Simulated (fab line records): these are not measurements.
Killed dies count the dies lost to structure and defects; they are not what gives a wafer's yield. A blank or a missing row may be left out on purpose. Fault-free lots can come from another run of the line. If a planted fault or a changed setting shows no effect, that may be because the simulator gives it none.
The tool behind it: which one? :: flow rit-cmos :: 14 lots with 42 wafers sampled at 2 steps, on a route of 202 steps

== WHAT EACH GAUGE READ, for each wafer ==
The record lacks any reading of a measuring or inspecting step that a usual standard deviation could be used to judge.

== WHICH TOOL RAN EACH LOT (tool, then ch and the chambers of the sampled wafers, then the start) ==
lot: L554
RIT_PWELL_STRIP_09: plasma-asher-01 ch 0,1, day 2 06:22
RIT_M1_PROBE_99: -

lot: L555
RIT_PWELL_STRIP_09: plasma-asher-03 ch 0,1, day 2 10:31
RIT_M1_PROBE_99: -

lot: L556
RIT_PWELL_STRIP_09: plasma-asher-01 ch 0,1, day 2 14:46
RIT_M1_PROBE_99: -

lot: L558
RIT_PWELL_STRIP_09: plasma-asher-01 ch 0,1, day 2 21:30
RIT_M1_PROBE_99: -

lot: L561
RIT_PWELL_STRIP_09: plasma-asher-01 ch 0,1, day 3 13:05
RIT_M1_PROBE_99: -

lot: L563
RIT_PWELL_STRIP_09: plasma-asher-04 ch 0,1, day 3 22:14
RIT_M1_PROBE_99: -

lot: L568
RIT_PWELL_STRIP_09: plasma-asher-01 ch 0,1, day 5 06:31
RIT_M1_PROBE_99: prober-02, day 7 08:52

lot: L569
RIT_PWELL_STRIP_09: plasma-asher-01 ch 0,1, day 5 13:28
RIT_M1_PROBE_99: prober-01, day 7 12:30

lot: L570
RIT_PWELL_STRIP_09: plasma-asher-04 ch 0,1, day 5 18:07
RIT_M1_PROBE_99: -

lot: L571
RIT_PWELL_STRIP_09: plasma-asher-03 ch 0,1, day 6 03:28
RIT_M1_PROBE_99: -

lot: L573
RIT_PWELL_STRIP_09: plasma-asher-04 ch 0,1, day 6 12:52
RIT_M1_PROBE_99: -

lot: L574
RIT_PWELL_STRIP_09: plasma-asher-03 ch 0,1, day 6 14:08
RIT_M1_PROBE_99: -

lot: L575
RIT_PWELL_STRIP_09: plasma-asher-04 ch 0,1, day 6 19:47
RIT_M1_PROBE_99: -

lot: L577
RIT_PWELL_STRIP_09: plasma-asher-03 ch 0,1, day 6 20:29
RIT_M1_PROBE_99: -
- RIT_PWELL_STRIP_09: strips in O2, time 180 s.
- RIT_M1_PROBE_99

== AS READ BY THE TOOLS THEMSELVES (means over the sampled wafers that have a number; for cases with no such wafer, the mark the record gives instead) ==
RIT_PWELL_STRIP_09.
lot: L554
tool: plasma-asher-01
drypump-motor-current-A (A): 6.4
o2-flow-sccm (sccm): 3995

lot: L555
tool: plasma-asher-03
drypump-motor-current-A (A): 5.6
o2-flow-sccm (sccm): 3997

lot: L556
tool: plasma-asher-01
drypump-motor-current-A (A): 6.4
o2-flow-sccm (sccm): 4000

lot: L558
tool: plasma-asher-01
drypump-motor-current-A (A): 6.4
o2-flow-sccm (sccm): 3997

lot: L561
tool: plasma-asher-01
drypump-motor-current-A (A): 6.4
o2-flow-sccm (sccm): 3991

lot: L563
tool: plasma-asher-04
drypump-motor-current-A (A): 6.1
o2-flow-sccm (sccm): 3991

lot: L568
tool: plasma-asher-01
drypump-motor-current-A (A): 6.5
o2-flow-sccm (sccm): 4009

lot: L569
tool: plasma-asher-01
drypump-motor-current-A (A): 6.1
o2-flow-sccm (sccm): 4008

lot: L570
tool: plasma-asher-04
drypump-motor-current-A (A): 5.5
o2-flow-sccm (sccm): 4005

lot: L571
tool: plasma-asher-03
drypump-motor-current-A (A): 5.6
o2-flow-sccm (sccm): 4001

lot: L573
tool: plasma-asher-04
drypump-motor-current-A (A): 6.1
o2-flow-sccm (sccm): 3988

lot: L574
tool: plasma-asher-03
drypump-motor-current-A (A): 5.6
o2-flow-sccm (sccm): 3999

lot: L575
tool: plasma-asher-04
drypump-motor-current-A (A): 6.0
o2-flow-sccm (sccm): 4004

lot: L577
tool: plasma-asher-03
drypump-motor-current-A (A): 5.7
o2-flow-sccm (sccm): 4006

RIT_M1_PROBE_99.
lot: L568
tool: prober-02
killed-at-contacts: 0.0
killed-at-front-end: 41.0
killed-dies: 41.0
killed-on-rim: 6.0
killed-open: 4.0
killed-short: 3.7

lot: L569
tool: prober-01
killed-at-contacts: 0.3
killed-at-front-end: 36.7
killed-dies: 37.0
killed-on-rim: 8.0
killed-open: 2.7
killed-short: 3.7

== THE ANSWER, worked out from the rows above alone ==
Rule: the usual values come from the lots themselves. Put in order of their means at a reading, lots are off if they are a third of the lots or fewer, leave a main group of 4 or more, and stand apart from it by a gap of 3 or more times the standard deviation of the main group's means; of several such gaps the widest counts. If all means in a main group match to the digits the tables above print for the reading, that group is not used. Also off: a lot with no number at a reading for which 4 or more lots have one. Any other lot the step has rows for is counted as sound. Order of review: gauges by route order, followed by the tools' own readings, for which a lot's mean as printed above is used. At the first step where some lot is off, the reading lying furthest off is the one used; lots without a number count as furthest.
Nothing can be told from this: no lot is off at any reading shown.

== WHAT THE SIMULATOR HAD INSERTED ==
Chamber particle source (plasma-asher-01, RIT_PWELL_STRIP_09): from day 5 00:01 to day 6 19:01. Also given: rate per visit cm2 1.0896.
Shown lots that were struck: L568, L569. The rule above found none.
